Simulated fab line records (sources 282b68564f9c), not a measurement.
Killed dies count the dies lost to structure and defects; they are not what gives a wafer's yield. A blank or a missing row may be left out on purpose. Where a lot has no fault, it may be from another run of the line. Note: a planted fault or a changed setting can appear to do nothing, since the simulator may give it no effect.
Which tool did it? | flow ritCmos | 39 wafers from 13 lots sampled at 5 of the route's 202 steps

== WHAT THE GAUGES READ, wafer by wafer ==
RIT_FOX1_THK_MEAS_01.
lot  | measured    | on           | FOX1_OXIDE_THK (nm)
L771 | day 1 19:23 | filmMetro-03 | 340 338 344
L772 | day 1 23:30 | filmMetro-03 | 347 349 343
L773 | day 2 03:52 | filmMetro-02 | 340 333 338
L774 | day 2 10:11 | filmMetro-04 | 344 346 342
L775 | day 2 13:37 | filmMetro-02 | 345 350 340
L776 | day 2 20:33 | filmMetro-03 | 350 347 345
L777 | day 3 01:01 | filmMetro-03 | 355 353 347
L778 | day 3 05:15 | filmMetro-04 | 345 346 341
L779 | day 3 12:37 | filmMetro-02 | 385 387 380
L780 | day 3 17:11 | filmMetro-04 | 387 382 379
L789 | day 5 19:04 | filmMetro-02 | 348 348 354
L793 | day 6 14:26 | filmMetro-02 | 367 354 357
L794 | day 6 14:25 | filmMetro-04 | 346 347 353

RIT_FOX2_THK_MEAS_90.
lot  | measured    | on           | FIELD_OXIDE_LEFT_1_THK (nm)
L771 | day 1 22:03 | filmMetro-02 | 324 316 318
L772 | day 2 01:56 | filmMetro-02 | 321 315 316
L773 | day 2 07:48 | filmMetro-01 | 321 325 320
L774 | day 2 12:34 | filmMetro-03 | 309 313 310
L775 | day 2 15:59 | filmMetro-02 | 319 313 319
L776 | day 2 23:53 | filmMetro-03 | 329 325 324
L777 | day 3 03:23 | filmMetro-01 | 317 325 315
L778 | day 3 08:05 | filmMetro-01 | 326 326 323
L779 | day 3 17:02 | filmMetro-03 | 317 322 317
L780 | day 3 19:42 | filmMetro-03 | 317 315 315
L789 | day 6 04:35 | filmMetro-03 | 320 322 319
L793 | day 6 16:49 | filmMetro-01 | 320 319 317
L794 | day 6 16:47 | filmMetro-03 | 318 318 320

RIT_PWELL_TW_MEAS_10.
lot  | measured    | on           | PWELL_TW
L771 | day 2 01:09 | filmMetro-01 | 945 942 943
L772 | day 2 05:02 | filmMetro-01 | 944 949 945
L773 | day 2 11:02 | filmMetro-04 | 944 943 943
L774 | day 2 15:40 | filmMetro-04 | 937 937 939
L775 | day 2 19:13 | filmMetro-04 | 941 943 945
L776 | day 3 03:09 | filmMetro-03 | 969 966 967
L777 | day 3 06:36 | filmMetro-04 | 943 944 944
L778 | day 3 11:34 | filmMetro-03 | 965 970 964
L779 | day 3 20:08 | filmMetro-01 | 949 954 955
L780 | day 3 22:52 | filmMetro-01 | 948 951 951
L789 | day 6 07:49 | filmMetro-04 | 936 940 940
L793 | day 6 21:51 | filmMetro-04 | 935 944 936
L794 | day 6 21:40 | filmMetro-04 | 938 936 935

== TOOL THAT RAN EACH LOT (tool first, then ch and the chambers of the sampled wafers, then the start) ==
lot  | RIT_FOX1_OXIDATION_00        | RIT_PWELL_STRIP_09
L771 | furnace-01 ch 0, day 1 18:04 | plasmaAsher-02 ch 0,1, day 2 00:59
L772 | furnace-04 ch 0, day 1 22:11 | plasmaAsher-04 ch 0,1, day 2 04:52
L773 | furnace-01 ch 0, day 2 02:33 | plasmaAsher-01 ch 0,1, day 2 10:51
L774 | furnace-04 ch 0, day 2 08:51 | plasmaAsher-01 ch 0,1, day 2 15:31
L775 | furnace-04 ch 0, day 2 12:18 | plasmaAsher-02 ch 0,1, day 2 19:03
L776 | furnace-04 ch 0, day 2 19:13 | plasmaAsher-04 ch 0,1, day 3 03:01
L777 | furnace-04 ch 0, day 2 23:41 | plasmaAsher-01 ch 0,1, day 3 06:28
L778 | furnace-03 ch 0, day 3 03:56 | plasmaAsher-01 ch 0,1, day 3 11:23
L779 | furnace-04 ch 0, day 3 11:18 | plasmaAsher-01 ch 0,1, day 3 19:58
L780 | furnace-04 ch 0, day 3 15:53 | plasmaAsher-02 ch 0,1, day 3 22:41
L789 | furnace-03 ch 0, day 5 17:44 | plasmaAsher-01 ch 0,1, day 6 07:40
L793 | furnace-01 ch 0, day 6 13:06 | plasmaAsher-01 ch 0,1, day 6 21:43
L794 | furnace-01 ch 0, day 6 13:06 | plasmaAsher-02 ch 0,1, day 6 21:29
- RIT_FOX1_OXIDATION_00: target thk 350.7 nm, ox time 1130 s.
- RIT_PWELL_STRIP_09: strips in O2, time 180 s.

== WHAT THE TOOLS THEMSELVES READ (means of the sampled wafers that have a number; where no wafer has one, the mark that the record gives instead) ==
RIT_FOX1_OXIDATION_00.
lot  | tool       | spikeTcCentreC (C) | spikeTcLoadC (C) | spikeTcSourceC (C) | tubeCenterTempC (C) | tube_center_temp_C_max | zonePowerLoadPct (%) | zonePowerSourcePct (%)
L771 | furnace-01 | 1101.8             | 1129.5           | 1123.7             | 1100                | 1103.1                 | 47                   | 45
L772 | furnace-04 | 1103.7             | 1128.2           | 1124.9             | 1100                | 1102.8                 | 51                   | 44
L773 | furnace-01 | 1101.5             | 1129.0           | 1123.3             | 1100                | 1102.8                 | 48                   | 45
L774 | furnace-04 | 1102.2             | 1127.9           | 1125.0             | 1100                | 1103.2                 | 52                   | 44
L775 | furnace-04 | 1102.0             | 1127.3           | 1125.7             | 1100                | 1102.5                 | 51                   | 44
L776 | furnace-04 | 1103.6             | 1127.6           | 1125.5             | 1100                | 1102.9                 | 51                   | 44
L777 | furnace-04 | 1102.5             | 1127.6           | 1125.0             | 1100                | 1102.9                 | 51                   | 44
L778 | furnace-03 | 1101.4             | 1127.1           | 1127.3             | 1100                | 1102.5                 | 38                   | 37
L779 | furnace-04 | 1126.9             | 1153.4           | 1151.7             | 1125                | 1127.8                 | 54                   | 46
L780 | furnace-04 | 1127.7             | 1152.3           | 1150.2             | 1125                | 1127.9                 | 54                   | 47
L789 | furnace-03 | 1101.2             | 1128.0           | 1127.7             | 1100                | 1102.6                 | 38                   | 37
L793 | furnace-01 | 1102.6             | 1129.6           | 1123.9             | 1100                | 1102.7                 | 48                   | 44
L794 | furnace-01 | 1101.6             | 1129.8           | 1124.4             | 1100                | 1102.5                 | 47                   | 45

RIT_PWELL_STRIP_09.
lot  | tool           | drypumpMotorCurrentA (A)
L771 | plasmaAsher-02 | 6.4
L772 | plasmaAsher-04 | 5.2
L773 | plasmaAsher-01 | 5.6
L774 | plasmaAsher-01 | 5.7
L775 | plasmaAsher-02 | 6.5
L776 | plasmaAsher-04 | 5.2
L777 | plasmaAsher-01 | 5.7
L778 | plasmaAsher-01 | 5.7
L779 | plasmaAsher-01 | 5.7
L780 | plasmaAsher-02 | 6.4
L789 | plasmaAsher-01 | 5.6
L793 | plasmaAsher-01 | 5.6
L794 | plasmaAsher-02 | 6.4

== THE ANSWER, worked out from the rows above alone ==
Rule: usual is defined by the lots themselves. The widest of any qualifying gaps counts: lots, ordered by their means at a reading, are off when they make up no more than a third of the lots, leave a main group of 4 or more, and stand apart from it by 3 or more times the standard deviation of that group's means. A main group is skipped when, at the precision printed for the reading in the tables above, its means are all equal. A lot without any number at a reading at which 4 lots or more have one is off too. All remaining lots with rows at the step are treated as sound. Order of review: gauges by route order, followed by the tools' own readings, for which a lot's mean as printed above is used. The first step at which some lot is off is used, and at that step the reading that is off furthest; a lot without a number counts as furthest.
Off: at RIT_FOX1_THK_MEAS_01 (FOX1_OXIDE_THK), L779, L780. The main group: mean 347 nm, standard deviation 5.6.
A tool fits if, at a process step before that reading, it ran every lot that is off, and no sound lot after the first of them. The gauges at RIT_FOX1_THK_MEAS_01 aren't tried: what is off there is off at RIT_FOX1_OXIDATION_00 too, on other tools, and a gauge's error can't cause that. One fits: furnace-04 at RIT_FOX1_OXIDATION_00. Its last sound lot is L777 (day 2 23:41), its first lot that is off L779 (day 3 11:18): a fault that began between those two fits.
The tool's own readings at RIT_FOX1_OXIDATION_00 bear it out: on the lots that are off they differ by more than 5 times the standard deviation of the sound lots' means. spikeTcCentreC reads 1127.3 C there against 1102.2 C on the sound lots; spikeTcLoadC reads 1152.8 C there against 1128.3 C on the sound lots; spikeTcSourceC reads 1151.0 C there against 1125.1 C on the sound lots; tubeCenterTempC reads 1125 C there against 1100 C on the sound lots; tube_center_temp_C_max reads 1127.8 there against 1102.8 on the sound lots.

== WHAT HAD BEEN PUT IN BY THE SIMULATOR ==
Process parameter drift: furnace-04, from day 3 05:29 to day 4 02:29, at RIT_FOX1_OXIDATION_00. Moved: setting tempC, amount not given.
Lots struck among those shown: L779, L780. The same result came from the rule above.
